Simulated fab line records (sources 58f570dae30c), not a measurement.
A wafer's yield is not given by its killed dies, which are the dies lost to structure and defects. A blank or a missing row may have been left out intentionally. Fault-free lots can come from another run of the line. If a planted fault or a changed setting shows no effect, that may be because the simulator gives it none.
Split-lot trial :: flow berkeley cmos170 :: on a route of 331 steps: 5 lots, 22 wafers read

== SPLIT DETAILS ==
At UCB170_NWELL_PEB_10, the setting peb temp c was moved away from the recipe's 130 C on 6 of the 22 wafers read, by -2.1% to +1.2%. All remaining wafers had this setting at the recipe value.

== SPLIT TO READING: what lies between them in the file, 1 step ==
- UCB170_NWELL_DEVELOP_11: develop time 45 s

== THE READING ==
NWELL.cd nm (the simulator's own value, which no gauge read), in nm, at UCB170_NWELL_ETCH_13 (etches Si3N4 in CH3F/Ar/O2, stops on SiO2, target depth 246.4 nm, time 154 s). There is no usual value for it anywhere in the file. The 16 wafers here that ran the recipe average 3000 nm, standard deviation 1 nm.

wafer: L074.1
tool, chamber at the split: litho track-02, 0
peb temp c as run, C: 130
against the recipe: recipe
NWELL.cd nm, nm: 3000
against lot-mates on the recipe: -

wafer: L074.3
tool, chamber at the split: litho track-02, 0
peb temp c as run, C: 130
against the recipe: recipe
NWELL.cd nm, nm: 3000
against lot-mates on the recipe: -

wafer: L074.4
tool, chamber at the split: litho track-02, 0
peb temp c as run, C: 130
against the recipe: recipe
NWELL.cd nm, nm: 3000
against lot-mates on the recipe: -

wafer: L074.2
tool, chamber at the split: litho track-02, 0
peb temp c as run, C: 127.9
against the recipe: -1.6%
NWELL.cd nm, nm: 2983
against lot-mates on the recipe: -17

wafer: L074.6
tool, chamber at the split: litho track-02, 0
peb temp c as run, C: 127.9
against the recipe: -1.6%
NWELL.cd nm, nm: 2985
against lot-mates on the recipe: -15

wafer: L076.1
tool, chamber at the split: litho track-04, 0
peb temp c as run, C: 130
against the recipe: recipe
NWELL.cd nm, nm: 3000
against lot-mates on the recipe: -

wafer: L076.5
tool, chamber at the split: litho track-04, 0
peb temp c as run, C: 130
against the recipe: recipe
NWELL.cd nm, nm: 3000
against lot-mates on the recipe: -

wafer: L076.6
tool, chamber at the split: litho track-04, 0
peb temp c as run, C: 130
against the recipe: recipe
NWELL.cd nm, nm: 3000
against lot-mates on the recipe: -

wafer: L076.3
tool, chamber at the split: litho track-04, 0
peb temp c as run, C: 130
against the recipe: recipe
NWELL.cd nm, nm: 3002
against lot-mates on the recipe: -

wafer: L076.4
tool, chamber at the split: litho track-04, 0
peb temp c as run, C: 130
against the recipe: recipe
NWELL.cd nm, nm: 2999
against lot-mates on the recipe: -

wafer: L075.1
tool, chamber at the split: litho track-02, 0
peb temp c as run, C: 130
against the recipe: recipe
NWELL.cd nm, nm: 2999
against lot-mates on the recipe: -

wafer: L075.3
tool, chamber at the split: litho track-02, 0
peb temp c as run, C: 130
against the recipe: recipe
NWELL.cd nm, nm: 2999
against lot-mates on the recipe: -

wafer: L075.2
tool, chamber at the split: litho track-02, 0
peb temp c as run, C: 130
against the recipe: recipe
NWELL.cd nm, nm: 2998
against lot-mates on the recipe: -

wafer: L075.5
tool, chamber at the split: litho track-02, 0
peb temp c as run, C: 131.6
against the recipe: +1.2%
NWELL.cd nm, nm: 3009
against lot-mates on the recipe: +10

wafer: L082.1
tool, chamber at the split: litho track-04, 0
peb temp c as run, C: 130
against the recipe: recipe
NWELL.cd nm, nm: 2999
against lot-mates on the recipe: -

wafer: L082.3
tool, chamber at the split: litho track-04, 0
peb temp c as run, C: 130
against the recipe: recipe
NWELL.cd nm, nm: 2999
against lot-mates on the recipe: -

wafer: L082.5
tool, chamber at the split: litho track-04, 0
peb temp c as run, C: 130
against the recipe: recipe
NWELL.cd nm, nm: 2999
against lot-mates on the recipe: -

wafer: L083.2
tool, chamber at the split: litho track-01, 0
peb temp c as run, C: 127.3
against the recipe: -2.1%
NWELL.cd nm, nm: 2980
against lot-mates on the recipe: -21

wafer: L083.5
tool, chamber at the split: litho track-01, 0
peb temp c as run, C: 127.3
against the recipe: -2.1%
NWELL.cd nm, nm: 2980
against lot-mates on the recipe: -21

wafer: L083.6
tool, chamber at the split: litho track-01, 0
peb temp c as run, C: 127.3
against the recipe: -2.1%
NWELL.cd nm, nm: 2980
against lot-mates on the recipe: -21

wafer: L083.3
tool, chamber at the split: litho track-01, 0
peb temp c as run, C: 130
against the recipe: recipe
NWELL.cd nm, nm: 3002
against lot-mates on the recipe: -

wafer: L083.4
tool, chamber at the split: litho track-01, 0
peb temp c as run, C: 130
against the recipe: recipe
NWELL.cd nm, nm: 3000
against lot-mates on the recipe: -

THE FIT
A straight line over all 22 wafers: NWELL.cd nm changes by +9.33 nm for each +1% of peb temp c; r = +0.99; the points scatter about the line by 1.1 nm.
The same after taking each lot's own level away (the mean of its wafers on the recipe; 22 wafers): +9.86 nm for each +1%; r = +1.00; scatter 0.81 nm.
That fit puts the effect of the largest move of peb temp c on the reading at 20 nm.
The span of the lots' own levels, 2998.7 to 3001.0 nm, comes to 2.3 times the standard deviation stated above.
So the lot-to-lot level changes the slope little: the two slopes agree.
Check: with one of the wafers moved furthest among these (-2.1%) left out of the fit, the line predicts -20.5 nm for it against its lot-mates. Against them it came out at -21 nm.

== THE OTHER SPLITS THESE WAFERS WENT THROUGH ==
Before the reading, these wafers also passed through other splits. Each is held against what the fit with the lots' levels taken away leaves over:
other split on the same wafers: UCB170_START_OXIDATION_02 ox time s
wafers away from the commonest value: 14
r with NWELL.cd nm (lot level and that fit taken away): +0.03

other split on the same wafers: UCB170_NWELL_CVD_04 temp c
wafers away from the commonest value: 14
r with NWELL.cd nm (lot level and that fit taken away): +0.20

== THE FILE'S OWN FIT ==
NWELL.cd nm changes by +9.8 nm for each +1% of peb temp c, r = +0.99.
